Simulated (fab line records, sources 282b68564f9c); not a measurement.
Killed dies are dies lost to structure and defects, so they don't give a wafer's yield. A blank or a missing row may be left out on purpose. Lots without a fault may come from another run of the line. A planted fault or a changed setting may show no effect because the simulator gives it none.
Tool commonality check | flow rit_cmos | 15 lots, 54 wafers sampled

WHY IT WAS OPENED
At RIT_PWELL_TW_MEAS_10 the reading PWELL_TW is flagged on 3 of 15 lots. Wafers without a fault read 952, standard deviation 4.9.
Rule: a lot is flagged when every wafer of it that has a number lies more than 4 standard deviations from that mean, or none has a number. The other lots count as sound.

lot  | measured    | on            | PWELL_TW, wafer by wafer      | flag
L843 | day 2 06:29 | film_metro-01 | 956 959 958                   |
L845 | day 2 14:32 | film_metro-04 | 954 961 962                   |
L847 | day 2 23:29 | film_metro-01 | 955 960 953                   |
L848 | day 3 08:05 | film_metro-01 | 956 958 954                   |
L849 | day 3 11:02 | film_metro-01 | 952 949 952                   |
L851 | day 3 20:45 | film_metro-02 | 960 953 948                   |
L852 | day 4 00:33 | film_metro-04 | 950 949 946                   |
L853 | day 4 09:47 | film_metro-01 | 949 952 949                   |
L856 | day 4 22:20 | film_metro-02 | 950 949 949                   |
L859 | day 5 17:16 | film_metro-02 | 949 950 947                   |
L860 | day 5 17:32 | film_metro-01 | 1000 999 999 1002 996 998     | FLAGGED
L861 | day 5 22:43 | film_metro-01 | 1002 998 993 996 1000 1000    | FLAGGED
L862 | day 6 05:19 | film_metro-01 | 1015 1009 1009 1006 1014 1014 | FLAGGED
L863 | day 6 08:03 | film_metro-02 | 945 942 947                   |
L864 | day 6 12:31 | film_metro-02 | 946 946 948                   |
The numbers of the flagged lots are 1003 on average: +51 against the usual, or +10 standard deviations.

WHICH TOOL RAN EACH LOT
The record holds 1 process step before the reading, out of a route of 202 steps. In each cell: the tool, then ch and the chambers that the sampled wafers went through, then the start.
lot  | flag    | RIT_PWELL_IMPLANT_08
L843 |         | implanter-04 ch 0, day 2 06:10
L845 |         | implanter-04 ch 0, day 2 14:14
L847 |         | implanter-01 ch 0, day 2 23:11
L848 |         | implanter-01 ch 0, day 3 07:46
L849 |         | implanter-01 ch 0, day 3 10:43
L851 |         | implanter-04 ch 0, day 3 20:25
L852 |         | implanter-04 ch 0, day 4 00:13
L853 |         | implanter-04 ch 0, day 4 09:28
L856 |         | implanter-03 ch 0, day 4 22:04
L859 |         | implanter-01 ch 0, day 5 16:58
L860 | FLAGGED | implanter-04 ch 0, day 5 17:14
L861 | FLAGGED | implanter-04 ch 0, day 5 22:23
L862 | FLAGGED | implanter-04 ch 0, day 6 05:00
L863 |         | implanter-01 ch 0, day 6 07:43
L864 |         | implanter-01 ch 0, day 6 12:11
What these steps do:
- RIT_PWELL_IMPLANT_08
- RIT_PWELL_TW_MEAS_10

FLAGGED OVER TOTAL, TOOL BY TOOL (the gauges that took the reading come last)
step                 | tool          | lots run | flagged | share of the flagged lots | sound lots run after its first flagged lot
RIT_PWELL_IMPLANT_08 | implanter-01  | 6        | 0       | none                      | -
RIT_PWELL_IMPLANT_08 | implanter-03  | 1        | 0       | none                      | -
RIT_PWELL_IMPLANT_08 | implanter-04  | 8        | 3       | all                       | 0
RIT_PWELL_TW_MEAS_10 | film_metro-01 | 8        | 3       | all                       | 0
RIT_PWELL_TW_MEAS_10 | film_metro-02 | 5        | 0       | none                      | -
RIT_PWELL_TW_MEAS_10 | film_metro-04 | 2        | 0       | none                      | -

WHAT THE TABLE ALLOWS
2 rows of the table ran every flagged lot: implanter-04 at RIT_PWELL_IMPLANT_08, film_metro-01 at RIT_PWELL_TW_MEAS_10.
- implanter-04 at RIT_PWELL_IMPLANT_08: 3 of its 8 lots flagged. Its last sound lot is L853 (day 4 09:28), its first flagged lot L860 (day 5 17:14): a fault that began between those two fits. Its own readings lie more than 4 standard deviations out on every wafer of the flagged lots: dose_ions_cm2, faraday_current_uA.
- film_metro-01 at RIT_PWELL_TW_MEAS_10: 3 of its 8 lots flagged. Its last sound lot is L853 (day 4 09:47), its first flagged lot L860 (day 5 17:32): a fault that began between those two fits.
Counting lots can't tell these 2 tools apart, because each fits a fault that began at some hour. More lots, or a look at what each step does to the wafer, might.

WHAT THE SIMULATOR HAD PUT IN
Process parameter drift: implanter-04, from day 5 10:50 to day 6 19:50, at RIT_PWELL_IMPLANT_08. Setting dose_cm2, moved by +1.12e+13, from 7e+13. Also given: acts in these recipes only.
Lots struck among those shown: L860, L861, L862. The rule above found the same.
